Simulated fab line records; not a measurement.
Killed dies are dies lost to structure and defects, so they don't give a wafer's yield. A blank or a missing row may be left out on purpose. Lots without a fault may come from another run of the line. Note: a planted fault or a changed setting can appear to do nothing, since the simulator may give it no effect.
Comparing a struck lot with a sound one :: flow berkeley cmos170 :: 23 out of 331 route steps
Sound: these wafers, L407.2, L407.3, L407.5. Wafers struck: L419.1, L419.4, L419.5. At the end, the cause is stated.
For every step that has rows: the tool of each side, followed by ch and its chambers, followed by its first start. Under that, the readings that differ: sound wafers :: struck wafers :: difference of the means :: sigmas: that difference in standard deviations of wafers without a fault.
alike: a reading whose means differ by less than 2 such deviations, as well as words and numbers matching on both sides. not compared: withheld readings; readings where some wafer has no value; bounds like >300 that might hide an equal value; numbers whose values overlap and for which the record gives no deviation.
Wherever a step has rows on one side only, a row that says differs or no value, or a row with sigmas, the two part there. Numbers that have no deviation but don't overlap get no sigmas and don't part them. A reading that every wafer of one side lacks parts them only if that side has two wafers or more.

UCB170_V1_STRIP_15: strips in O2.
  sound on plasma asher-04 ch 0,1, day 9 13:04; struck on plasma asher-04 ch 0, day 11 16:13
reading: strip time to endpoint s (s)
sound: 15.07 15.24 15.06
struck: 15.45 15.57 15.48
difference: +0.38
sigmas: +3
  alike: drypump motor current A, oes product au
  not compared: rf hours counter h
UCB170_V1_CD_MEAS_90: target cd 700 nm.
  sound: cd sem-01 at day 9 13:11; struck: cd sem-02 at day 11 16:19
  alike: cd nm
then, 1 step without rows for these wafers: UCB170_M2_PRE_CLEAN_00 (preclean etch time 60 s).
UCB170_M2_SPUTTER_01: material Al, target thk 900 nm, time 120 s.
  sound: pvd sputter-02 at day 9 13:21; struck: pvd sputter-03 at day 11 16:30
  alike: throttle valve pct
UCB170_M2_RS_MEAS_02: uses a four-point probe to measure.
  sound: film metro-03 at day 9 13:27; struck: film metro-02 at day 11 16:35
  alike: M2_AL_RS
UCB170_M2_THK_MEAS_03: measures by xrf.
  sound: film metro-03 at day 9 13:34; struck: film metro-02 at day 11 16:42
reading: M2_AL_THK (nm)
sound: 887 889 891
struck: 909 918 918
difference: +26
sigmas: +2
then, 3 steps without rows for these wafers: UCB170_M2_HMDS_04 (prime time 60 s); UCB170_M2_COAT_05 (resist thk 900 nm); UCB170_M2_SOFTBAKE_06 (time 60 s).
UCB170_M2_STRIP_07: strips in O2.
  sound on plasma asher-03 ch 0,1, day 9 14:04; struck on plasma asher-01 ch 0,1, day 11 17:13
  alike: drypump motor current A, oes product au, strip time to endpoint s
  not compared: rf hours counter h
then, 2 steps without rows for these wafers: UCB170_M2_STRIP_08 (strips KrF in DMSO, time 600 s); UCB170_M2_COAT_09.
UCB170_M2_COAT_10: resist thk 900 nm.
  sound on litho track-03 ch 0, day 9 14:00; struck on litho track-03 ch 0, day 11 17:00
reading: spin speed rpm (rpm)
sound: 1501.0 1499.5 1500.2
struck: 1559.0 1560.2 1560.5
difference: +59.7
sigmas: +71

reading: model.KrF_of_M2_COAT_10.thk nm (nm)
sound: 901.7 899.7 904.6
struck: 884.7 884.8 880.1
difference: -18.8
sigmas: 
then, 4 steps without rows for these wafers: UCB170_M2_SOFTBAKE_11 (time 60 s); UCB170_M2_EXPOSE_12 (exposes mask METAL2, target cd 700 nm); UCB170_M2_PEB_13; UCB170_M2_DEVELOP_14 (develop time 45 s).
UCB170_M2_CD_MEAS_15: target cd 700 nm.
  sound: cd sem-01 at day 9 15:30; struck: cd sem-02 at day 11 18:20
  alike: cd nm
UCB170_M2_OVL_MEAS_16:
  sound: overlay-01 at day 9 15:36; struck: overlay-02 at day 11 18:27
  alike: M2_OVL
UCB170_M2_ETCH_17: etches BARC in N2/H2.
  sound on rie diel-03 ch 0,1, day 9 15:38; struck on rie diel-03 ch 1,2, day 11 18:29
  alike: drypump motor current A, oes product au, throttle valve pct
UCB170_M2_METAL_ETCH_18: etches Al in Cl2/BCl3, stops on SiO2, target depth 1170 nm, time 195 s.
  sound on rie metal-02 ch 0,1, day 9 15:40; struck on rie metal-01 ch 0, day 11 18:32
reading: model.KrF_of_M2_COAT_10.thk nm (nm)
sound: 230.6 219.8 228.5
struck: 190.6 193 192.8
difference: -34.2
sigmas: 
  alike: drypump motor current A, oes product au, throttle valve pct
  not compared: rf hours counter h
UCB170_M2_STRIP_19: strips in O2.
  sound on plasma asher-02 ch 0,1, day 9 15:52; struck on plasma asher-03 ch 0,1, day 11 18:43
reading: oes product au (a.u.)
sound: 0.561 0.560 0.560
struck: 0.527 0.521 0.520
difference: -0.038
sigmas: -3
  alike: drypump motor current A
  not compared: rf hours counter h
after that, 1 step had no rows for these wafers: UCB170_M3_PROBE_99.

== WHERE THEY PART ==
First at UCB170_V1_STRIP_15; last, within this record, at UCB170_M2_STRIP_19.

WHY: the cause the simulator had injected
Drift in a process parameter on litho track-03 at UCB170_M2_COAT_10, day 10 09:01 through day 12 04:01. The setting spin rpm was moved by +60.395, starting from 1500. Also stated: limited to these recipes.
